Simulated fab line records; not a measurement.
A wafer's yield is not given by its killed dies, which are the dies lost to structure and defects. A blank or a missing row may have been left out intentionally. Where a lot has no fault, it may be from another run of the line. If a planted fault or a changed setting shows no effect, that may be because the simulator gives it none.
The tool behind it: which one?    flow berkeleyCmos170    10 lots, 30 wafers sampled, at 3 steps of a route of 331

== WHAT THE GAUGES SHOWED, per wafer ==
UCB170_SCREENOX_THK_MEAS_02. Usual: SCREENOX_OXIDE_THK gives 14.49 nm (standard deviation 0.28).
lot   measured      on            SCREENOX_OXIDE_THK (nm)  flag
L877  day 5 06:40   filmMetro-04  14.45 14.62 14.37        
L878  day 5 06:39   filmMetro-03  14.89 15.09 15.07        
L880  day 5 06:43   filmMetro-03  14.50 14.43 14.21        
L879  day 5 06:39   filmMetro-02  14.05 14.12 13.97        
L883  day 5 22:58   filmMetro-04  14.67 14.57 14.71        
L890  day 7 04:35   filmMetro-02  15.02 14.86 14.85        
L891  day 8 05:45   filmMetro-03  13.86 14.11 13.96        
L896  day 9 12:29   filmMetro-03  14.50 14.49 14.63        
L899  day 9 18:28   filmMetro-04  14.51 14.85 14.50        
L900  day 10 04:53  filmMetro-02  14.44 14.63 14.26        

== WHICH TOOL RAN EACH LOT (tool, then ch and the chambers of the sampled wafers, then the start) ==
lot   UCB170_ACTIVE_ETCH_15             UCB170_PFIELD_STRIP_08
L877  rieDiel-01 ch 0,2,3, day 4 09:37  plasmaAsher-04 ch 0,1, day 4 11:39
L878  rieDiel-02 ch 2,3, day 4 10:10    plasmaAsher-01 ch 0,1, day 4 11:53
L880  rieDiel-03 ch 0,2, day 4 11:54    plasmaAsher-01 ch 0,1, day 4 13:37
L879  rieDiel-02 ch 0,3, day 4 12:10    plasmaAsher-01 ch 0,1, day 4 14:05
L883  rieDiel-01 ch 1,3, day 5 06:04    plasmaAsher-01 ch 0,1, day 5 07:54
L890  rieDiel-02 ch 0,3, day 6 08:27    plasmaAsher-03 ch 0,1, day 6 10:07
L891  rieDiel-01 ch 0,1,2, day 6 22:29  plasmaAsher-03 ch 0,1, day 7 01:53
L896  rieDiel-02 ch 1,2,3, day 8 09:52  plasmaAsher-04 ch 0,1, day 8 12:59
L899  rieDiel-03 ch 0,1,2, day 8 15:51  plasmaAsher-04 ch 0,1, day 8 17:37
L900  rieDiel-03 ch 1,2, day 9 02:50    plasmaAsher-01 ch 0,1, day 9 04:34
- UCB170_ACTIVE_ETCH_15: etches Si3N4 in CH3F/Ar/O2, stops on SiO2, target depth 242 nm, time 151 s.
- UCB170_PFIELD_STRIP_08: strips in O2.

== WHAT THE TOOLS THEMSELVES READ (means of the sampled wafers that have a number; where no wafer has one, the mark that the record gives instead) ==
UCB170_ACTIVE_ETCH_15. Usual: drypumpMotorCurrentA 5.6 A, standard deviation 0.38; oesProductAu 0.943 a.u., standard deviation 0.013; throttleValvePct 8.01 %, standard deviation 0.088.
lot   tool        drypumpMotorCurrentA (A)  oesProductAu (a.u.)  throttleValvePct (%)  flag
L877  rieDiel-01  5.8                       0.941                7.99                  
L878  rieDiel-02  5.9                       0.961                7.99                  
L880  rieDiel-03  5.2                       0.945                8.00                  
L879  rieDiel-02  5.9                       0.941                7.98                  
L883  rieDiel-01  5.9                       0.930                7.92                  
L890  rieDiel-02  5.8                       0.943                7.95                  
L891  rieDiel-01  6.0                       0.945                8.06                  
L896  rieDiel-02  5.6                       0.949                7.96                  
L899  rieDiel-03  5.3                       0.937                8.07                  
L900  rieDiel-03  5.4                       0.942                8.13                  

UCB170_PFIELD_STRIP_08. Usual: drypumpMotorCurrentA 5.4 A, standard deviation 0.34; oesProductAu 0.735 a.u., standard deviation 0.0043; stripTimeToEndpointS 21.66 s, standard deviation 0.056.
lot   tool            drypumpMotorCurrentA (A)  oesProductAu (a.u.)  stripTimeToEndpointS (s)  flag
L877  plasmaAsher-04  5.5                       0.736                21.60                     
L878  plasmaAsher-01  5.2                       0.733                21.71                     
L880  plasmaAsher-01  5.2                       0.738                21.56                     
L879  plasmaAsher-01  5.1                       0.736                21.68                     
L883  plasmaAsher-01  5.2                       0.730                21.64                     
L890  plasmaAsher-03  5.8                       0.737                21.69                     
L891  plasmaAsher-03  5.8                       0.736                21.71                     
L896  plasmaAsher-04  5.5                       0.735                21.60                     
L899  plasmaAsher-04  5.5                       0.735                21.68                     
L900  plasmaAsher-01  5.1                       0.731                21.63                     

== THE ANSWER, worked out from the rows above alone ==
Rule: lot off if the mean of its wafers having a number is beyond 3 standard deviations from the usual mean. A lot without any number at a reading at which 4 lots or more have one is off too. Where the step has rows for the other lots, those lots are counted as sound. Order of review: gauges by route order, followed by the tools' own readings, for which a lot's mean as printed above is used. The first step at which some lot is off is used, and at that step the reading that is off furthest; a lot without a number counts as furthest.
No lot is off at any reading shown: from this, nothing can be told.

== WHAT THE SIMULATOR HAD PUT IN ==
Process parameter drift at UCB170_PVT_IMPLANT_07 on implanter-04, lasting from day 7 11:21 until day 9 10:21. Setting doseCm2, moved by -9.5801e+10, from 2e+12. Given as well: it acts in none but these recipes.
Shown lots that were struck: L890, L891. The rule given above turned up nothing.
